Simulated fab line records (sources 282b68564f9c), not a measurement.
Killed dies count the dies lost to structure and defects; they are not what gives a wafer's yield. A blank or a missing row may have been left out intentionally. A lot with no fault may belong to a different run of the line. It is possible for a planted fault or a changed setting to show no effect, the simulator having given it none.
fab line records / flow ritCmos
record lots=6 wafers=18 lastDay=7
route steps=202 shown GATE@77 FOX2@80
lots with no fault: from the same line, run without faults
startH: hours from the record's opening day to when the first of the lot's shown wafers began / waitH: time in hours since the lot's previous step / " as in the row above / L1.1+2: a single row standing in for several wafers / - no value, or no start was given / * or withheld: withheld / < > ~ a bound
route shown NAME@n: a module of which the file shows steps, and the number in the route of the first / usual: the fault-free wafers' mean and standard deviation / same: alike in all rows / chamber/n: place in a boat / sites: the reading at each site / _std_site: their standard deviation / _edge_site: inner sites' mean taken away from outer sites' mean / radiusMm: for every site, how far away it sits from the centre of the wafer / mask NAME#n: copy n / behind: the tool/chamber that last shaped the wafer / hold: why the lot went on hold/how many hours it stayed there/how the hold came to an end / device: transistor that didn't switch, given as n, p or np / end of line: the same wafers' tests at the end of the route / a step without rows: its recipe alone / killed: count of dies lost to structure and defects at first sort (not the wafer's yield) / map: per-die view of a wafer (x killed, . not killed, _ where there is no die)
set.NAME: the setting as run; set.NAME@STEP: as run at that earlier step / model.NAME: the simulator's own value behind a step, which no gauge read
a table for each step, a row for each wafer; lots at some steps of the route
services: when a tool's chamber went out of use (startH, in hours from the record's first day, below 0 if earlier), for how many hours, and the reason
## steps
# step RIT_GATE_CLEAN_02
# recipe chemistry=dHF dilution=50:1 timeS=30
# step RIT_GATE_CLEAN_03
# recipe chemistry=SC2 mix=3:3:50 timeS=600 tempC=75 dry=n2Spin
# step RIT_GATE_CLEAN_04
# recipe chemistry=dHF dilution=50:1 timeS=60 dry=n2Spin
# step RIT_FOX2_THK_MEAS_91
# recipe reads=SiO2_of_FOX2_OXIDATION_00
# usual FIELD_OXIDE_LEFT_2_THK=250/7.1
lot.wafer=L665.2 tool=filmMetro-03 chamber=- startH=32.55 waitH=0.0 FIELD_OXIDE_LEFT_2_THK[nm]=254
lot.wafer=L665.3 tool=filmMetro-03 chamber=- startH=32.55 waitH=0.0 FIELD_OXIDE_LEFT_2_THK[nm]=248
lot.wafer=L665.6 tool=filmMetro-03 chamber=- startH=32.55 waitH=0.0 FIELD_OXIDE_LEFT_2_THK[nm]=252
lot.wafer=L668.2 tool=filmMetro-03 chamber=- startH=48.21 waitH=0.0 FIELD_OXIDE_LEFT_2_THK[nm]=259
lot.wafer=L668.4 tool=filmMetro-03 chamber=- startH=48.21 waitH=0.0 FIELD_OXIDE_LEFT_2_THK[nm]=257
lot.wafer=L668.6 tool=filmMetro-03 chamber=- startH=48.21 waitH=0.0 FIELD_OXIDE_LEFT_2_THK[nm]=252
lot.wafer=L673.1 tool=filmMetro-02 chamber=- startH=73.62 waitH=0.0 FIELD_OXIDE_LEFT_2_THK[nm]=243
lot.wafer=L673.2 tool=filmMetro-02 chamber=- startH=73.62 waitH=0.0 FIELD_OXIDE_LEFT_2_THK[nm]=241
lot.wafer=L673.5 tool=filmMetro-02 chamber=- startH=73.62 waitH=0.0 FIELD_OXIDE_LEFT_2_THK[nm]=244
lot.wafer=L675.1 tool=filmMetro-04 chamber=- startH=86.40 waitH=0.0 FIELD_OXIDE_LEFT_2_THK[nm]=241
lot.wafer=L675.3 tool=filmMetro-04 chamber=- startH=86.40 waitH=0.0 FIELD_OXIDE_LEFT_2_THK[nm]=240
lot.wafer=L675.6 tool=filmMetro-04 chamber=- startH=86.40 waitH=0.0 FIELD_OXIDE_LEFT_2_THK[nm]=241
lot.wafer=L684.1 tool=filmMetro-02 chamber=- startH=129.40 waitH=0.0 FIELD_OXIDE_LEFT_2_THK[nm]=258
lot.wafer=L684.2 tool=filmMetro-02 chamber=- startH=129.40 waitH=0.0 FIELD_OXIDE_LEFT_2_THK[nm]=255
lot.wafer=L684.3 tool=filmMetro-02 chamber=- startH=129.40 waitH=0.0 FIELD_OXIDE_LEFT_2_THK[nm]=254
lot.wafer=L686.1 tool=filmMetro-02 chamber=- startH=139.27 waitH=0.0 FIELD_OXIDE_LEFT_2_THK[nm]=259
lot.wafer=L686.2 tool=filmMetro-02 chamber=- startH=139.27 waitH=0.0 FIELD_OXIDE_LEFT_2_THK[nm]=253
lot.wafer=L686.6 tool=filmMetro-02 chamber=- startH=139.27 waitH=0.0 FIELD_OXIDE_LEFT_2_THK[nm]=255
# step RIT_GATE_OXIDATION_05
# recipe tempC=900 ambient=O2 targetThkA=30 oxTimeS=270
# step RIT_GATE_ANNEAL_06
# recipe tempC=900 timeS=600 ambient=N2O
# step RIT_GATE_THK_MEAS_07
# recipe reads=SiO2_of_GATE_OXIDATION_05
# usual GATE_OXIDE_THK=3.00/0.068
lot.wafer=L665.2 tool=filmMetro-04 chamber=- startH=33.96 waitH=0.0 GATE_OXIDE_THK[nm]=2.93
lot.wafer=L665.3 tool=filmMetro-04 chamber=- startH=33.96 waitH=0.0 GATE_OXIDE_THK[nm]=2.91
lot.wafer=L665.6 tool=filmMetro-04 chamber=- startH=33.96 waitH=0.0 GATE_OXIDE_THK[nm]=2.87
lot.wafer=L668.2 tool=filmMetro-02 chamber=- startH=49.70 waitH=0.0 GATE_OXIDE_THK[nm]=2.94
lot.wafer=L668.4 tool=filmMetro-02 chamber=- startH=49.70 waitH=0.0 GATE_OXIDE_THK[nm]=3.03
lot.wafer=L668.6 tool=filmMetro-02 chamber=- startH=49.70 waitH=0.0 GATE_OXIDE_THK[nm]=2.92
lot.wafer=L673.1 tool=filmMetro-02 chamber=- startH=75.00 waitH=0.0 GATE_OXIDE_THK[nm]=2.99
lot.wafer=L673.2 tool=filmMetro-02 chamber=- startH=75.00 waitH=0.0 GATE_OXIDE_THK[nm]=3.04
lot.wafer=L673.5 tool=filmMetro-02 chamber=- startH=75.00 waitH=0.0 GATE_OXIDE_THK[nm]=2.98
lot.wafer=L675.1 tool=filmMetro-02 chamber=- startH=93.19 waitH=0.0 GATE_OXIDE_THK[nm]=3.08
lot.wafer=L675.3 tool=filmMetro-02 chamber=- startH=93.19 waitH=0.0 GATE_OXIDE_THK[nm]=3.09
lot.wafer=L675.6 tool=filmMetro-02 chamber=- startH=93.19 waitH=0.0 GATE_OXIDE_THK[nm]=3.11
lot.wafer=L684.1 tool=filmMetro-03 chamber=- startH=130.78 waitH=0.0 GATE_OXIDE_THK[nm]=3.08
lot.wafer=L684.2 tool=filmMetro-03 chamber=- startH=130.78 waitH=0.0 GATE_OXIDE_THK[nm]=3.03
lot.wafer=L684.3 tool=filmMetro-03 chamber=- startH=130.78 waitH=0.0 GATE_OXIDE_THK[nm]=3.03
lot.wafer=L686.1 tool=filmMetro-02 chamber=- startH=140.65 waitH=0.0 GATE_OXIDE_THK[nm]=3.09
lot.wafer=L686.2 tool=filmMetro-02 chamber=- startH=140.65 waitH=0.0 GATE_OXIDE_THK[nm]=2.97
lot.wafer=L686.6 tool=filmMetro-02 chamber=- startH=140.65 waitH=0.0 GATE_OXIDE_THK[nm]=3.03
# step RIT_GATE_CVD_08
# recipe material=poly-Si targetThkNm=250 tempC=610 precursor=SiH4 timeS=2220 pressureMtorr=300 sih4FlowSccm=100
# step RIT_GATE_THK_MEAS_09
# recipe reads=poly-Si_of_GATE_CVD_08
# usual GATE_POLY_THK=249.5/2.2
lot.wafer=L665.2 tool=filmMetro-02 chamber=- startH=36.44 waitH=0.0 GATE_POLY_THK[nm]=245.8
lot.wafer=L665.3 tool=filmMetro-02 chamber=- startH=36.44 waitH=0.0 GATE_POLY_THK[nm]=245.8
lot.wafer=L665.6 tool=filmMetro-02 chamber=- startH=36.44 waitH=0.0 GATE_POLY_THK[nm]=245.7
lot.wafer=L668.2 tool=filmMetro-03 chamber=- startH=52.19 waitH=0.0 GATE_POLY_THK[nm]=250.5
lot.wafer=L668.4 tool=filmMetro-03 chamber=- startH=52.19 waitH=0.0 GATE_POLY_THK[nm]=252.3
lot.wafer=L668.6 tool=filmMetro-03 chamber=- startH=52.19 waitH=0.0 GATE_POLY_THK[nm]=251.6
lot.wafer=L673.1 tool=filmMetro-04 chamber=- startH=76.68 waitH=0.0 GATE_POLY_THK[nm]=251.4
lot.wafer=L673.2 tool=filmMetro-04 chamber=- startH=76.68 waitH=0.0 GATE_POLY_THK[nm]=249.2
lot.wafer=L673.5 tool=filmMetro-04 chamber=- startH=76.68 waitH=0.0 GATE_POLY_THK[nm]=249.2
lot.wafer=L675.1 tool=filmMetro-04 chamber=- startH=96.03 waitH=0.0 GATE_POLY_THK[nm]=249.6
lot.wafer=L675.3 tool=filmMetro-04 chamber=- startH=96.03 waitH=0.0 GATE_POLY_THK[nm]=250.5
lot.wafer=L675.6 tool=filmMetro-04 chamber=- startH=96.03 waitH=0.0 GATE_POLY_THK[nm]=251.5
lot.wafer=L684.1 tool=filmMetro-03 chamber=- startH=133.27 waitH=0.0 GATE_POLY_THK[nm]=249.7
lot.wafer=L684.2 tool=filmMetro-03 chamber=- startH=133.27 waitH=0.0 GATE_POLY_THK[nm]=250.4
lot.wafer=L684.3 tool=filmMetro-03 chamber=- startH=133.27 waitH=0.0 GATE_POLY_THK[nm]=249.8
lot.wafer=L686.1 tool=filmMetro-03 chamber=- startH=142.33 waitH=0.0 GATE_POLY_THK[nm]=250.4
lot.wafer=L686.2 tool=filmMetro-03 chamber=- startH=142.33 waitH=0.0 GATE_POLY_THK[nm]=253.7
lot.wafer=L686.6 tool=filmMetro-03 chamber=- startH=142.33 waitH=0.0 GATE_POLY_THK[nm]=248.7
# step RIT_GATE_HMDS_10
# recipe primeTimeS=60 primeTempC=140
# step RIT_GATE_COAT_11
# recipe resist=NOVOLAK spinRpm=4250 resistThkNm=850
# step RIT_GATE_SOFTBAKE_12
# recipe resist=NOVOLAK tempC=90 timeS=60
# step RIT_GATE_EXPOSE_13
# recipe maskId=M6 na=0.6 sourceShape=conventional sigmaOuter=0.6 targetCdNm=150 doseMj=380
# usual exposureDoseMJCm2=380.0/0.34
# same na=0.6
lot.wafer=L665.2 tool=ilineStepper-01 chamber=0 startH=36.96 waitH=0.1 mask=M6#0 exposureDoseMJCm2=379.4
lot.wafer=L665.3 tool=ilineStepper-01 chamber=0 startH=36.96 waitH=0.1 mask=M6#0 exposureDoseMJCm2=379.3
lot.wafer=L665.6 tool=ilineStepper-01 chamber=0 startH=36.96 waitH=0.1 mask=M6#0 exposureDoseMJCm2=380.2
lot.wafer=L668.2 tool=ilineStepper-01 chamber=0 startH=52.71 waitH=0.1 mask=M6#0 exposureDoseMJCm2=380.1
lot.wafer=L668.4 tool=ilineStepper-01 chamber=0 startH=52.71 waitH=0.1 mask=M6#0 exposureDoseMJCm2=379.8
lot.wafer=L668.6 tool=ilineStepper-01 chamber=0 startH=52.71 waitH=0.1 mask=M6#0 exposureDoseMJCm2=379.9
lot.wafer=L673.1 tool=ilineStepper-01 chamber=0 startH=77.36 waitH=0.1 mask=M6#0 exposureDoseMJCm2=253.3
lot.wafer=L673.2 tool=ilineStepper-01 chamber=0 startH=77.36 waitH=0.1 mask=M6#0 exposureDoseMJCm2=252.5
lot.wafer=L673.5 tool=ilineStepper-01 chamber=0 startH=77.36 waitH=0.1 mask=M6#0 exposureDoseMJCm2=252.5
lot.wafer=L675.1 tool=ilineStepper-01 chamber=0 startH=96.87 waitH=0.5 mask=M6#0 exposureDoseMJCm2=278.4
lot.wafer=L675.3 tool=ilineStepper-01 chamber=0 startH=96.87 waitH=0.5 mask=M6#0 exposureDoseMJCm2=278.7
lot.wafer=L675.6 tool=ilineStepper-01 chamber=0 startH=96.87 waitH=0.5 mask=M6#0 exposureDoseMJCm2=278.1
lot.wafer=L684.1 tool=ilineStepper-02 chamber=0 startH=133.94 waitH=0.2 mask=M6#0 exposureDoseMJCm2=379.8
lot.wafer=L684.2 tool=ilineStepper-02 chamber=0 startH=133.94 waitH=0.2 mask=M6#0 exposureDoseMJCm2=380.6
lot.wafer=L684.3 tool=ilineStepper-02 chamber=0 startH=133.94 waitH=0.2 mask=M6#0 exposureDoseMJCm2=379.8
lot.wafer=L686.1 tool=ilineStepper-02 chamber=0 startH=142.96 waitH=0.2 mask=M6#0 exposureDoseMJCm2=380.2
lot.wafer=L686.2 tool=ilineStepper-02 chamber=0 startH=142.96 waitH=0.2 mask=M6#0 exposureDoseMJCm2=380.5
lot.wafer=L686.6 tool=ilineStepper-02 chamber=0 startH=142.96 waitH=0.2 mask=M6#0 exposureDoseMJCm2=380.2
# step RIT_GATE_PEB_14
# recipe resist=NOVOLAK tempC=withheld timeS=withheld
# step RIT_GATE_DEVELOP_15
# recipe resist=NOVOLAK developTimeS=50 devTempC=23
# step RIT_GATE_CD_MEAS_16
# recipe targetCdNm=150
# usual cdNm=149.4/2.2
lot.wafer=L665.2 tool=cdSem-01 chamber=- startH=37.36 waitH=- cdNm=147.7
lot.wafer=L665.3 tool=cdSem-01 chamber=- startH=37.36 waitH=- cdNm=144.8
lot.wafer=L665.6 tool=cdSem-01 chamber=- startH=37.36 waitH=- cdNm=145.4
lot.wafer=L668.2 tool=cdSem-01 chamber=- startH=53.11 waitH=- cdNm=150.8
lot.wafer=L668.4 tool=cdSem-01 chamber=- startH=53.11 waitH=- cdNm=147.7
lot.wafer=L668.6 tool=cdSem-01 chamber=- startH=53.11 waitH=- cdNm=151.6
lot.wafer=L673.1 tool=cdSem-01 chamber=- startH=77.91 waitH=- cdNm=360.4
lot.wafer=L673.2 tool=cdSem-01 chamber=- startH=77.91 waitH=- cdNm=356.7
lot.wafer=L673.5 tool=cdSem-01 chamber=- startH=77.91 waitH=- cdNm=359.8
lot.wafer=L675.1 tool=cdSem-02 chamber=- startH=97.27 waitH=- cdNm=314.4
lot.wafer=L675.3 tool=cdSem-02 chamber=- startH=97.27 waitH=- cdNm=313.7
lot.wafer=L675.6 tool=cdSem-02 chamber=- startH=97.27 waitH=- cdNm=315.0
lot.wafer=L684.1 tool=cdSem-01 chamber=- startH=134.34 waitH=- cdNm=148.7
lot.wafer=L684.2 tool=cdSem-01 chamber=- startH=134.34 waitH=- cdNm=149.9
lot.wafer=L684.3 tool=cdSem-01 chamber=- startH=134.34 waitH=- cdNm=149.3
lot.wafer=L686.1 tool=cdSem-01 chamber=- startH=143.53 waitH=- cdNm=147.9
lot.wafer=L686.2 tool=cdSem-01 chamber=- startH=143.53 waitH=- cdNm=148.1
lot.wafer=L686.6 tool=cdSem-01 chamber=- startH=143.53 waitH=- cdNm=149.2
# step RIT_GATE_OVL_MEAS_17
# usual GATE_OVL=-0.2/1.5
lot.wafer=L665.2 tool=overlay-02 chamber=- startH=37.47 waitH=0.1 GATE_OVL[nm]=-0.9
lot.wafer=L665.3 tool=overlay-02 chamber=- startH=37.47 waitH=0.1 GATE_OVL[nm]=-0.6
lot.wafer=L665.6 tool=overlay-02 chamber=- startH=37.47 waitH=0.1 GATE_OVL[nm]=-1.7
lot.wafer=L668.2 tool=overlay-01 chamber=- startH=53.21 waitH=0.1 GATE_OVL[nm]=-3.1
lot.wafer=L668.4 tool=overlay-01 chamber=- startH=53.21 waitH=0.1 GATE_OVL[nm]=-0.6
lot.wafer=L668.6 tool=overlay-01 chamber=- startH=53.21 waitH=0.1 GATE_OVL[nm]=-2.4
lot.wafer=L673.1 tool=overlay-01 chamber=- startH=78.03 waitH=0.1 GATE_OVL[nm]=1.7
lot.wafer=L673.2 tool=overlay-01 chamber=- startH=78.03 waitH=0.1 GATE_OVL[nm]=1.1
lot.wafer=L673.5 tool=overlay-01 chamber=- startH=78.03 waitH=0.1 GATE_OVL[nm]=-0.7
lot.wafer=L675.1 tool=overlay-02 chamber=- startH=97.39 waitH=0.1 GATE_OVL[nm]=-2.3
lot.wafer=L675.3 tool=overlay-02 chamber=- startH=97.39 waitH=0.1 GATE_OVL[nm]=-1.8
lot.wafer=L675.6 tool=overlay-02 chamber=- startH=97.39 waitH=0.1 GATE_OVL[nm]=-1.4
lot.wafer=L684.1 tool=overlay-02 chamber=- startH=134.46 waitH=0.1 GATE_OVL[nm]=0.6
lot.wafer=L684.2 tool=overlay-02 chamber=- startH=134.46 waitH=0.1 GATE_OVL[nm]=1.3
lot.wafer=L684.3 tool=overlay-02 chamber=- startH=134.46 waitH=0.1 GATE_OVL[nm]=2.4
lot.wafer=L686.1 tool=overlay-01 chamber=- startH=143.65 waitH=0.1 GATE_OVL[nm]=0.4
lot.wafer=L686.2 tool=overlay-01 chamber=- startH=143.65 waitH=0.1 GATE_OVL[nm]=-0.3
lot.wafer=L686.6 tool=overlay-01 chamber=- startH=143.65 waitH=0.1 GATE_OVL[nm]=0.2
# step RIT_GATE_HARDBAKE_18
# recipe resist=NOVOLAK tempC=140 timeS=60
# step RIT_GATE_ETCH_19
# recipe chemistry=SF6/CHF3/O2 timeS=165 SF6_flow_sccm=30 CHF3_flow_sccm=30 O2_flow_sccm=5 target=poly-Si pressureMtorr=40 rfW=160 targetDepthA=3125 overEtchFrac=0.25 stopOn=SiO2
# usual CHF3_flow_sccm=30.00/0.087 chamberPressureMTorr=40.00/0.039 drypumpMotorCurrentA=5.7/0.56 oesProductAu=0.849/0.015 throttleValvePct=10.26/0.13
# same timeS=165
lot.wafer=L665.2 tool=rieSi-01 chamber=3 startH=37.65 waitH=0.1 CHF3_flow_sccm=30.02 chamberPressureMTorr=40.05 drypumpMotorCurrentA=5.8 oesProductAu=0.841 rfHoursCounterH=78 throttleValvePct=10.35 model.GATE.cdNm=148
lot.wafer=L665.3 tool=rieSi-01 chamber=2 startH=37.65 waitH=0.1 CHF3_flow_sccm=30.11 chamberPressureMTorr=39.98 drypumpMotorCurrentA=5.0 oesProductAu=0.861 rfHoursCounterH=2 throttleValvePct=10.36 model.GATE.cdNm=144.8
lot.wafer=L665.6 tool=rieSi-01 chamber=0 startH=37.65 waitH=0.1 CHF3_flow_sccm=30.07 chamberPressureMTorr=40.00 drypumpMotorCurrentA=5.8 oesProductAu=0.837 rfHoursCounterH=- throttleValvePct=10.25 model.GATE.cdNm=145.4
lot.wafer=L668.2 tool=rieSi-02 chamber=2 startH=53.39 waitH=0.1 CHF3_flow_sccm=29.94 chamberPressureMTorr=39.99 drypumpMotorCurrentA=4.6 oesProductAu=0.872 rfHoursCounterH=51 throttleValvePct=10.27 model.GATE.cdNm=150.6
lot.wafer=L668.4 tool=rieSi-02 chamber=3 startH=53.39 waitH=0.1 CHF3_flow_sccm=29.89 chamberPressureMTorr=40.00 drypumpMotorCurrentA=5.2 oesProductAu=0.849 rfHoursCounterH=113 throttleValvePct=10.03 model.GATE.cdNm=147.5
lot.wafer=L668.6 tool=rieSi-02 chamber=0 startH=53.39 waitH=0.1 CHF3_flow_sccm=29.99 chamberPressureMTorr=40.08 drypumpMotorCurrentA=6.3 oesProductAu=0.849 rfHoursCounterH=- throttleValvePct=10.44 model.GATE.cdNm=151.6
lot.wafer=L673.1 tool=rieSi-01 chamber=0 startH=78.22 waitH=0.1 CHF3_flow_sccm=30.07 chamberPressureMTorr=39.95 drypumpMotorCurrentA=5.8 oesProductAu=0.846 rfHoursCounterH=41 throttleValvePct=10.26 model.GATE.cdNm=359.9
lot.wafer=L673.2 tool=rieSi-01 chamber=1 startH=78.22 waitH=0.1 CHF3_flow_sccm=30.10 chamberPressureMTorr=39.98 drypumpMotorCurrentA=6.4 oesProductAu=0.828 rfHoursCounterH=55 throttleValvePct=10.14 model.GATE.cdNm=356.8
lot.wafer=L673.5 tool=rieSi-01 chamber=0 startH=78.22 waitH=0.1 CHF3_flow_sccm=30.13 chamberPressureMTorr=40.02 drypumpMotorCurrentA=5.8 oesProductAu=0.848 rfHoursCounterH=- throttleValvePct=10.25 model.GATE.cdNm=359.7
lot.wafer=L675.1 tool=rieSi-02 chamber=3 startH=97.69 waitH=0.1 CHF3_flow_sccm=30.17 chamberPressureMTorr=39.99 drypumpMotorCurrentA=5.2 oesProductAu=0.849 rfHoursCounterH=113 throttleValvePct=10.02 model.GATE.cdNm=314.5
lot.wafer=L675.3 tool=rieSi-02 chamber=0 startH=97.69 waitH=0.1 CHF3_flow_sccm=29.98 chamberPressureMTorr=39.96 drypumpMotorCurrentA=6.3 oesProductAu=0.842 rfHoursCounterH=1 throttleValvePct=10.41 model.GATE.cdNm=313.6
lot.wafer=L675.6 tool=rieSi-02 chamber=3 startH=97.69 waitH=0.1 CHF3_flow_sccm=29.96 chamberPressureMTorr=40.02 drypumpMotorCurrentA=5.2 oesProductAu=0.853 rfHoursCounterH=- throttleValvePct=10.01 model.GATE.cdNm=315.2
lot.wafer=L684.1 tool=rieSi-02 chamber=1 startH=134.64 waitH=0.1 CHF3_flow_sccm=29.89 chamberPressureMTorr=40.04 drypumpMotorCurrentA=5.9 oesProductAu=0.853 rfHoursCounterH=62 throttleValvePct=10.33 model.GATE.cdNm=149.2
lot.wafer=L684.2 tool=rieSi-02 chamber=3 startH=134.64 waitH=0.1 CHF3_flow_sccm=29.76 chamberPressureMTorr=39.96 drypumpMotorCurrentA=5.2 oesProductAu=0.845 rfHoursCounterH=114 throttleValvePct=10.00 model.GATE.cdNm=149.6
lot.wafer=L684.3 tool=rieSi-02 chamber=0 startH=134.64 waitH=0.1 CHF3_flow_sccm=30.04 chamberPressureMTorr=39.76 drypumpMotorCurrentA=6.3 oesProductAu=0.836 rfHoursCounterH=1 throttleValvePct=10.42 model.GATE.cdNm=149.7
lot.wafer=L686.1 tool=rieSi-02 chamber=3 startH=143.92 waitH=0.1 CHF3_flow_sccm=29.92 chamberPressureMTorr=39.95 drypumpMotorCurrentA=5.2 oesProductAu=0.847 rfHoursCounterH=114 throttleValvePct=10.03 model.GATE.cdNm=147.7
lot.wafer=L686.2 tool=rieSi-02 chamber=2 startH=143.92 waitH=0.1 CHF3_flow_sccm=30.04 chamberPressureMTorr=40.01 drypumpMotorCurrentA=4.6 oesProductAu=0.880 rfHoursCounterH=51 throttleValvePct=10.27 model.GATE.cdNm=148.3
lot.wafer=L686.6 tool=rieSi-02 chamber=3 startH=143.92 waitH=0.1 CHF3_flow_sccm=30.07 chamberPressureMTorr=39.94 drypumpMotorCurrentA=5.2 oesProductAu=0.846 rfHoursCounterH=- throttleValvePct=10.00 model.GATE.cdNm=149
# step RIT_GATE_STRIP_20
# recipe chemistry=O2 timeS=180 resist=NOVOLAK platenTempC=withheld powerW=500 pressureMtorr=4000 o2FlowSccm=4000
# usual chamberPressureMTorr=4000/3.8 drypumpMotorCurrentA=5.7/0.43
# same timeS=180
lot.wafer=L665.2 tool=plasmaAsher-03 chamber=1 startH=37.76 waitH=0.1 chamberPressureMTorr=3999 drypumpMotorCurrentA=6.1 rfHoursCounterH=40
lot.wafer=L665.3 tool=plasmaAsher-03 chamber=0 startH=37.76 waitH=0.1 chamberPressureMTorr=3999 drypumpMotorCurrentA=5.1 rfHoursCounterH=-
lot.wafer=L665.6 tool=plasmaAsher-03 chamber=0 startH=37.76 waitH=0.1 chamberPressureMTorr=4003 drypumpMotorCurrentA=5.1 rfHoursCounterH=-
lot.wafer=L668.2 tool=plasmaAsher-02 chamber=0 startH=53.50 waitH=0.1 chamberPressureMTorr=4003 drypumpMotorCurrentA=6.1 rfHoursCounterH=24
lot.wafer=L668.4 tool=plasmaAsher-02 chamber=0 startH=53.50 waitH=0.1 chamberPressureMTorr=3994 drypumpMotorCurrentA=6.2 rfHoursCounterH=-
lot.wafer=L668.6 tool=plasmaAsher-02 chamber=1 startH=53.50 waitH=0.1 chamberPressureMTorr=4001 drypumpMotorCurrentA=5.1 rfHoursCounterH=-
lot.wafer=L673.1 tool=plasmaAsher-02 chamber=0 startH=78.32 waitH=0.1 chamberPressureMTorr=3999 drypumpMotorCurrentA=6.1 rfHoursCounterH=27
lot.wafer=L673.2 tool=plasmaAsher-02 chamber=1 startH=78.32 waitH=0.1 chamberPressureMTorr=4004 drypumpMotorCurrentA=5.1 rfHoursCounterH=27
lot.wafer=L673.5 tool=plasmaAsher-02 chamber=1 startH=78.32 waitH=0.1 chamberPressureMTorr=3995 drypumpMotorCurrentA=5.1 rfHoursCounterH=-
lot.wafer=L675.1 tool=plasmaAsher-02 chamber=0 startH=97.79 waitH=0.1 chamberPressureMTorr=3992 drypumpMotorCurrentA=6.1 rfHoursCounterH=29
lot.wafer=L675.3 tool=plasmaAsher-02 chamber=1 startH=97.79 waitH=0.1 chamberPressureMTorr=3999 drypumpMotorCurrentA=5.1 rfHoursCounterH=-
lot.wafer=L675.6 tool=plasmaAsher-02 chamber=0 startH=97.79 waitH=0.1 chamberPressureMTorr=4004 drypumpMotorCurrentA=6.1 rfHoursCounterH=-
lot.wafer=L684.1 tool=plasmaAsher-01 chamber=0 startH=134.75 waitH=0.1 chamberPressureMTorr=4002 drypumpMotorCurrentA=5.6 rfHoursCounterH=49
lot.wafer=L684.2 tool=plasmaAsher-01 chamber=1 startH=134.75 waitH=0.1 chamberPressureMTorr=3994 drypumpMotorCurrentA=5.9 rfHoursCounterH=49
lot.wafer=L684.3 tool=plasmaAsher-01 chamber=1 startH=134.75 waitH=0.1 chamberPressureMTorr=3994 drypumpMotorCurrentA=5.9 rfHoursCounterH=-
lot.wafer=L686.1 tool=plasmaAsher-02 chamber=1 startH=144.03 waitH=0.1 chamberPressureMTorr=3996 drypumpMotorCurrentA=5.1 rfHoursCounterH=34
lot.wafer=L686.2 tool=plasmaAsher-02 chamber=0 startH=144.03 waitH=0.1 chamberPressureMTorr=4004 drypumpMotorCurrentA=6.2 rfHoursCounterH=34
lot.wafer=L686.6 tool=plasmaAsher-02 chamber=0 startH=144.03 waitH=0.1 chamberPressureMTorr=4000 drypumpMotorCurrentA=6.1 rfHoursCounterH=-
## services
tool=rieSi-02 chamber=- startH=15.00 hours=0.5 kind=repair
tool=plasmaAsher-02 chamber=- startH=25.15 hours=1.0 kind=repair
tool=ilineStepper-02 chamber=- startH=36.43 hours=1.7 kind=pm
tool=rieSi-01 chamber=1 startH=84.88 hours=1.0 kind=repair
tool=plasmaAsher-03 chamber=- startH=86.78 hours=4.0 kind=pm
tool=ilineStepper-01 chamber=- startH=96.99 hours=1.7 kind=pm
## key
firstSign step=RIT_GATE_EXPOSE_13 reading=exposureDoseMJCm2 direction=down sigmas=99+ usual=380.0 struck=265.6
effect step=RIT_GATE_CD_MEAS_16 reading=cdNm direction=up sigmas=85 usual=149.4 struck=336.7 through=controlLoop
modelEffect step=RIT_GATE_ETCH_19 value=GATE.cdNm without=150.9 struck=336.6
metAt RIT_GATE_EXPOSE_13
struckWafers L673.1,L673.2,L673.5,L675.1,L675.3,L675.6
laterRowsLeftOut L673.1,L673.2,L673.5,L675.1,L675.3,L675.6
sortLeftOut L673.1,L673.2,L673.5,L675.1,L675.3,L675.6
testerLeftOut L673,L675
loopTrim step=RIT_GATE_EXPOSE_13 setting=dose lots=L675
onsetBetween 52.71 77.36
fault kind=processParameterDrift tool=ilineStepper-01 chamber=- onsetH=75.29 steps=RIT_GATE_EXPOSE_13 channel=doseMj offset=-127.35 shape=step actsIn=theseRecipesOnly stated=380
# testerLeftOut: of these lots the tester's yield and bins aren't shown, on N5 and GAA mostly nor the transistor test; their killed dies are dies lost to structure and defects alone, not to doping, threshold or leakage, so they don't give the yield
# sortLeftOut: the simulated sort isn't trusted on such a fault, so these wafers' sort isn't shown, and their yield isn't known
# laterRowsLeftOut: the simulator's readings of these wafers behind a module that went badly wrong aren't trusted and aren't shown, but for the sort
# loopTrim: a control loop set the setting to another value than it would have without faults
